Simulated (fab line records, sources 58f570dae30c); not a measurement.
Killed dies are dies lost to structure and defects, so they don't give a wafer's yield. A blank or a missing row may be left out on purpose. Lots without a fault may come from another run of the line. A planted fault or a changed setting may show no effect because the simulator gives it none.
Split-lot experiment | flow berkeley_cmos170 | 5 lots, 23 wafers read, on a route of 331 steps

THE SPLIT
At UCB170_PVT_IMPLANT_07, the setting dose_cm2 was moved away from the recipe's 2e+12 on 11 of the 23 wafers read, by -4.6% to +6.9%. The other wafers ran this setting at the recipe's value.

FROM THE SPLIT TO THE READING: what the file shows between them, 1 step
- UCB170_PVT_STRIP_08: strips in O2

THE READING
PVT_TW, at UCB170_PVT_TW_MEAS_09. Fault-free wafers of this fab line usually give 509.8, standard deviation 2.9.

wafer  | tool, chamber at the split | dose_cm2 as run | against the recipe | PVT_TW | against lot-mates on the recipe
L075.2 | implanter-04, 0            | 2e+12           | recipe             | 506.5  | -
L075.3 | implanter-04, 0            | 1.94e+12        | -3.0%              | 502.9  | -4.3
L075.4 | implanter-04, 0            | 1.94e+12        | -3.0%              | 504.4  | -2.8
L075.5 | implanter-04, 0            | 1.94e+12        | -3.0%              | 501.0  | -6.2
L075.6 | implanter-04, 0            | 2e+12           | recipe             | 507.9  | -
L077.1 | implanter-02, 0            | 2e+12           | recipe             | 507.1  | -
L077.2 | implanter-02, 0            | 2e+12           | recipe             | 507.6  | -
L077.3 | implanter-02, 0            | 1.908e+12       | -4.6%              | 499.8  | -7.6
L077.4 | implanter-02, 0            | 1.908e+12       | -4.6%              | 498.5  | -8.9
L077.6 | implanter-02, 0            | 1.908e+12       | -4.6%              | 498.7  | -8.7
L078.1 | implanter-01, 0            | 2.139e+12       | +6.9%              | 524.7  | +12.8
L078.2 | implanter-01, 0            | 2.139e+12       | +6.9%              | 523.7  | +11.8
L078.3 | implanter-01, 0            | 2e+12           | recipe             | 512.7  | -
L078.4 | implanter-01, 0            | 2e+12           | recipe             | 511.6  | -
L078.5 | implanter-01, 0            | 2e+12           | recipe             | 511.4  | -
L081.3 | implanter-04, 0            | 2e+12           | recipe             | 507.5  | -
L081.5 | implanter-04, 0            | 2e+12           | recipe             | 509.0  | -
L081.6 | implanter-04, 0            | 2e+12           | recipe             | 506.9  | -
L085.1 | implanter-02, 0            | 2e+12           | recipe             | 508.0  | -
L085.2 | implanter-02, 0            | 1.915e+12       | -4.2%              | 500.8  | -7.6
L085.3 | implanter-02, 0            | 1.915e+12       | -4.2%              | 500.1  | -8.3
L085.5 | implanter-02, 0            | 2e+12           | recipe             | 508.8  | -
L085.6 | implanter-02, 0            | 1.915e+12       | -4.2%              | 500.8  | -7.6

THE FIT
A straight line over all 23 wafers: PVT_TW changes by +2.12 for each +1% of dose_cm2; r = +0.97; the points scatter about the line by 1.6.
The same after taking each lot's own level away (the mean of its wafers on the recipe; 23 wafers): +1.77 for each +1%; r = +0.99; scatter 0.85.
On that fit, the largest move of dose_cm2 shifts the reading by 12.
The lots' own levels span 507.20 to 511.90, that is 1.6 times the standard deviation above.
So the lot-to-lot level changes the slope: the two fits differ.
Check: with one of the wafers moved furthest among these (+6.9%) left out of the fit, the line predicts +12.1 for it against its lot-mates. It came out at +12.8 against them.

OTHER SPLITS ON THESE WAFERS
These wafers also went through other splits before the reading. Each is held against what the fit with the lots' levels taken away leaves over:
other split on the same wafers       | wafers away from the commonest value | r with PVT_TW (lot level and that fit taken away)
UCB170_START_OXIDATION_02 ox_time_s  | 15                                   | +0.20
UCB170_ZERO_COAT_01 spin_rpm         | 8                                    | +0.12
UCB170_PWELL_CVD_05 pressure_mtorr   | 15                                   | -0.05
UCB170_ACTIVE_COAT_08 resist_thk_nm  | 9                                    | -0.02
UCB170_ACTIVE_ETCH_15 over_etch_frac | 8                                    | +0.44
UCB170_SACOX_OXIDATION_01 ox_time_s  | 18                                   | +0.03
UCB170_SCREENOX_OXIDATION_01 temp_c  | 10                                   | -0.21

THE FILE'S OWN FIT
PVT_TW changes by +1.77 for each +1% of dose_cm2, r = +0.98.
